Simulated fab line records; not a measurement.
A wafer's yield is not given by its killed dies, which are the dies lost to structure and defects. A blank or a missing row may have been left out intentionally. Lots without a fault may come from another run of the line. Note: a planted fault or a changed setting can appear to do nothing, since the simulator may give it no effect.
Which tool did it? | flow berkeley_cmos170 | Sampling: 6 lots, 18 wafers, 3 of 331 route steps

== WHAT EACH GAUGE READ, for each wafer ==
UCB170_CONTACT_CD_MEAS_15: the cd target is 700 nm.
lot  | measured     | on        | cd_nm (nm)
L555 | day 8 17:10  | cd_sem-02 | 702.9 701.5 701.9
L557 | day 8 19:18  | cd_sem-02 | 702.2 700.3 701.6
L563 | day 9 21:12  | cd_sem-01 | 700.1 700.4 701.5
L564 | day 10 06:38 | cd_sem-01 | 698.2 697.0 698.2
L570 | day 11 10:54 | cd_sem-01 | 700.1 698.9 700.1
L575 | day 11 23:29 | cd_sem-01 | 697.9 698.1 697.4

== WHAT TOOL EACH LOT RAN ON (gives the tool, then ch and the chambers of the sampled wafers, and finally the start) ==
lot  | UCB170_CONTACT_SOFTBAKE_11                   | UCB170_CONTACT_EXPOSE_12
L555 | litho_track-04 ch 0, day 8 16:47 or earlier  | krf_scanner-01 ch 0, day 8 16:47
L557 | litho_track-01 ch 0, day 8 18:35 or earlier  | krf_scanner-02 ch 0, day 8 18:35
L563 | litho_track-04 ch 0, day 9 20:48 or earlier  | krf_scanner-01 ch 0, day 9 20:48
L564 | litho_track-03 ch 0, day 10 06:15 or earlier | krf_scanner-02 ch 0, day 10 06:15
L570 | litho_track-03 ch 0, day 11 10:23 or earlier | krf_scanner-02 ch 0, day 11 10:23
L575 | litho_track-01 ch 0, day 11 22:55 or earlier | krf_scanner-02 ch 0, day 11 22:55
- UCB170_CONTACT_SOFTBAKE_11: time 62.78 s.
- UCB170_CONTACT_EXPOSE_12: exposes mask CONT, target cd 700 nm.

== THE ANSWER, worked out from the rows above alone ==
Rule: the usual values come from the lots themselves. Put in order of their means at a reading, lots are off if they are a third of the lots or fewer, leave a main group of 4 or more, and stand apart from it by a gap of 3 or more times the standard deviation of the main group's means; of several such gaps the widest counts. Not used: any main group whose means are identical at the precision the tables above print for the reading. Also off: a lot with no number at a reading for which 4 or more lots have one. Any other lot the step has rows for is counted as sound.
Across all readings shown, no lot is off: no conclusion can be drawn from this.

== WHAT THE SIMULATOR HAD PUT IN ==
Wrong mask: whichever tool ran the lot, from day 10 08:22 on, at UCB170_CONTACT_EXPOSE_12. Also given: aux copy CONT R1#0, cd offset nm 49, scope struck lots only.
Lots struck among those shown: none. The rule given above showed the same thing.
